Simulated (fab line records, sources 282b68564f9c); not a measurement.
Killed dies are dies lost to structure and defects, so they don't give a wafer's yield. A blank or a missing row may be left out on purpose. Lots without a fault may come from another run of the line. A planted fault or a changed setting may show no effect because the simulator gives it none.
A struck lot beside a sound one | flow rit_cmos | 19 steps out of a route of 202
Sound: wafers L768.2, L768.3, L768.6. Struck: wafers L754.1, L754.3, L754.4. The cause comes at the end.
At each step with rows: each side's tool, then ch and its chambers, then its first start. Under that, the readings that differ: sound wafers | struck wafers | difference of the means | sigmas: that difference in standard deviations of wafers without a fault.
alike: readings whose means differ by less than 2 such deviations, and words and numbers that are the same on both sides. not compared: withheld readings, readings that some wafer has no value for, bounds like >300 that may hide the same value, and numbers for which the record gives no deviation and whose values overlap.
The two part at a step that has a row with sigmas, a row that says differs or no value, or rows on one side only. Numbers that don't overlap but have no deviation are shown without sigmas and don't part them. A reading that every wafer of one side lacks parts them only if that side has two wafers or more.

RIT_GATE_STRIP_20: strips in O2, time 180 s.
  sound on plasma_asher-03 ch 0,1, day 6 22:26; struck on plasma_asher-02 ch 0,1, day 4 01:07
  alike: drypump_motor_current_A
  not compared: rf_hours_counter_h
RIT_GATE_CD_MEAS_90: target cd 150 nm.
  sound on cd_sem-01, day 6 22:38; struck on cd_sem-01, day 4 01:18
  alike: cd_nm
then, 4 steps without rows for these wafers: RIT_REOX_CLEAN_00 (cleans in SC1, time 600 s); RIT_REOX_CLEAN_01 (cleans in dHF, time 30 s); RIT_REOX_CLEAN_02 (cleans in SC2, time 600 s); RIT_REOX_OXIDATION_03 (target thk 25.2 nm, ox time 5580 s).
RIT_REOX_THK_MEAS_04:
  sound on film_metro-03, day 7 01:40; struck on film_metro-04, day 4 04:20
  alike: REOX_OXIDE_THK
then, 5 steps without rows for these wafers: RIT_NLDD_HMDS_00 (prime time 60 s); RIT_NLDD_COAT_01 (resist thk 1000 nm); RIT_NLDD_SOFTBAKE_02 (time 60 s); RIT_NLDD_EXPOSE_03 (exposes mask M7, target cd 40700 nm); RIT_NLDD_PEB_04.
RIT_NLDD_DEVELOP_05: develop time 50 s.
  sound on litho_track-01 ch 0, day 7 02:00; struck on litho_track-03 ch 0, day 4 05:00
RIT_NLDD_OVL_MEAS_06:
  sound on overlay-02, day 7 02:42; struck on overlay-01, day 4 05:14
  alike: NLDD_OVL
then, 2 steps without rows for these wafers: RIT_NLDD_HARDBAKE_07 (time 60 s); RIT_NLDD_IMPLANT_08.
RIT_NLDD_STRIP_09: strips in O2, time 180 s.
  sound on plasma_asher-03 ch 0,1, day 7 03:02; struck on plasma_asher-02 ch 0,1, day 4 05:35
  alike: drypump_motor_current_A
  not compared: rf_hours_counter_h
RIT_NLDD_TW_MEAS_10:
  sound on film_metro-03, day 7 03:13; struck on film_metro-03, day 4 05:45
  reading | sound          | struck   | difference | sigmas
  NLDD_TW | 2452 2448 2459 | 30 30 30 | -2423      | -99 or more
then, 1 step without rows for these wafers: RIT_PLDD_HMDS_00 (prime time 60 s).

WHERE THEY PART
Only at RIT_NLDD_TW_MEAS_10, within this record.

WHY: what the simulator had put in
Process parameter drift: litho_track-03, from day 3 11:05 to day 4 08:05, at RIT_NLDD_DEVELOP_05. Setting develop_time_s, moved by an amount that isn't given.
